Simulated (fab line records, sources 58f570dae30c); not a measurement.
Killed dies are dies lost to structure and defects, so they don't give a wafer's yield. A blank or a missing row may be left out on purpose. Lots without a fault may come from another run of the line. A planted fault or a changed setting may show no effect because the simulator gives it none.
A struck lot beside a sound one | flow berkeley_cmos170 | 21 steps out of a route of 331
Sound: wafers L749.1, L749.2, L749.3. Struck: wafers L755.1, L755.4, L755.5. The cause comes at the end.
At each step with rows: each side's tool, then ch and its chambers, then its first start. Under that, the readings that differ: sound wafers | struck wafers | difference of the means | sigmas: that difference in standard deviations of wafers without a fault.
alike: readings whose means differ by less than 2 such deviations, and words and numbers that are the same on both sides. not compared: withheld readings, readings that some wafer has no value for, bounds like >300 that may hide the same value, and numbers for which the record gives no deviation and whose values overlap.
The two part at a step that has a row with sigmas, a row that says differs or no value, or rows on one side only. Numbers that don't overlap but have no deviation are shown without sigmas and don't part them. A reading that every wafer of one side lacks parts them only if that side has two wafers or more.

UCB170_CONTACT_OVL_MEAS_16:
  sound on overlay-01, day 7 09:54; struck on overlay-02, day 8 11:55
  alike: CONTACT_OVL
UCB170_CONTACT_ETCH_17: etches BARC in N2/H2.
  sound on rie_diel-02 ch 0,1,2, day 7 09:56; struck on rie_diel-04 ch 1,2,3, day 8 11:57
  alike: drypump_motor_current_A, oes_product_au, throttle_valve_pct
UCB170_CONTACT_ETCH_18: etches PSG in CHF3/CF4/Ar, stops on TiSi2, target depth 840 nm, time 195 s.
  sound on rie_diel-02 ch 0,1,2; struck on rie_diel-04 ch 1,2,3
  alike: drypump_motor_current_A, oes_product_au, throttle_valve_pct
  not compared: rf_hours_counter_h
UCB170_CONTACT_STRIP_19: strips in O2.
  sound on plasma_asher-02 ch 0,1, day 7 10:07; struck on plasma_asher-02 ch 0,1, day 8 12:07
  alike: drypump_motor_current_A, oes_product_au
  not compared: rf_hours_counter_h
UCB170_CONTACT_CD_MEAS_90: target cd 700 nm.
  sound on cd_sem-01, day 7 10:13; struck on cd_sem-02, day 8 12:13
  alike: cd_nm
then, 1 step without rows for these wafers: UCB170_CONTACT_CLEAN_20 (cleans in SPM, time 600 s).
UCB170_M1_SPUTTER_00: material Al, target thk 600 nm, time 80 s.
  sound on pvd_sputter-03, day 7 10:30; struck on pvd_sputter-03, day 8 12:32
  alike: throttle_valve_pct
UCB170_M1_RS_MEAS_01: measures by four-point-probe.
  sound on film_metro-04, day 7 10:34; struck on film_metro-04, day 8 12:35
  alike: M1_AL_RS
UCB170_M1_THK_MEAS_02: measures by xrf.
  sound on film_metro-04, day 7 10:41; struck on film_metro-04, day 8 12:43
  alike: M1_AL_THK
then, 3 steps without rows for these wafers: UCB170_M1_COAT_03; UCB170_M1_COAT_04 (resist thk 900 nm); UCB170_M1_SOFTBAKE_05 (time 60 s).
UCB170_M1_EXPOSE_06: exposes mask METAL1, target cd 700 nm.
  sound on krf_scanner-01 ch 0, day 7 12:00; struck on krf_scanner-01 ch 0, day 8 13:20
  reading | sound                      | struck                              | difference | sigmas
  mask    | METAL1#0 METAL1#0 METAL1#0 | METAL1_R1#0 METAL1_R1#0 METAL1_R1#0 | differs    |
then, 2 steps without rows for these wafers: UCB170_M1_PEB_07; UCB170_M1_DEVELOP_08 (develop time 45 s).
UCB170_M1_CD_MEAS_09: target cd 700 nm.
  sound on cd_sem-02, day 7 13:05; struck on cd_sem-02, day 8 13:44
  reading    | sound             | struck            | difference | sigmas
  cd_nm (nm) | 704.4 703.2 702.3 | 616.1 616.9 616.7 | -86.7      | -62
UCB170_M1_OVL_MEAS_10:
  sound on overlay-01, day 7 13:12; struck on overlay-02, day 8 13:51
  alike: M1_OVL
UCB170_M1_ETCH_11: etches BARC in N2/H2.
  sound on rie_diel-04 ch 1,2,3, day 7 13:14; struck on rie_diel-03 ch 0,1,2, day 8 13:53
  reading             | sound             | struck            | difference | sigmas
  model.M1.cd_nm (nm) | 702.5 702.4 701.9 | 616.8 617.6 616.5 | -85.3      |
  alike: drypump_motor_current_A, oes_product_au, throttle_valve_pct
UCB170_M1_METAL_ETCH_12: etches Al in Cl2/BCl3, stops on PSG, target depth 780 nm, time 130 s.
  sound on rie_metal-03 ch 0,1, day 7 13:17; struck on rie_metal-02 ch 1, day 8 13:56
  reading             | sound             | struck            | difference | sigmas
  model.M1.cd_nm (nm) | 705.7 701.2 700.5 | 619.5 620.3 619.8 | -82.6      |
  alike: drypump_motor_current_A, oes_product_au, throttle_valve_pct
  not compared: rf_hours_counter_h
UCB170_M1_STRIP_13: strips in O2.
  sound on plasma_asher-02 ch 0,1, day 7 13:25; struck on plasma_asher-01 ch 0,1, day 8 14:04
  alike: drypump_motor_current_A, oes_product_au
  not compared: rf_hours_counter_h
UCB170_M3_PROBE_99:
  sound on prober-02, day 8 05:37; struck on prober-01, day 9 04:19
  reading                      | sound             | struck          | difference | sigmas
  model.etest.m1.width_nm (nm) | 697.2 699.5 699.2 | 618.2 620.3 615 | -80.8      |

WHERE THEY PART
First at UCB170_M1_EXPOSE_06; last, within this record, at UCB170_M1_CD_MEAS_09. Later steps at which nothing parts them and some readings are alike: UCB170_M1_OVL_MEAS_10, UCB170_M1_ETCH_11, UCB170_M1_METAL_ETCH_12, UCB170_M1_STRIP_13.

WHY: what the simulator had put in
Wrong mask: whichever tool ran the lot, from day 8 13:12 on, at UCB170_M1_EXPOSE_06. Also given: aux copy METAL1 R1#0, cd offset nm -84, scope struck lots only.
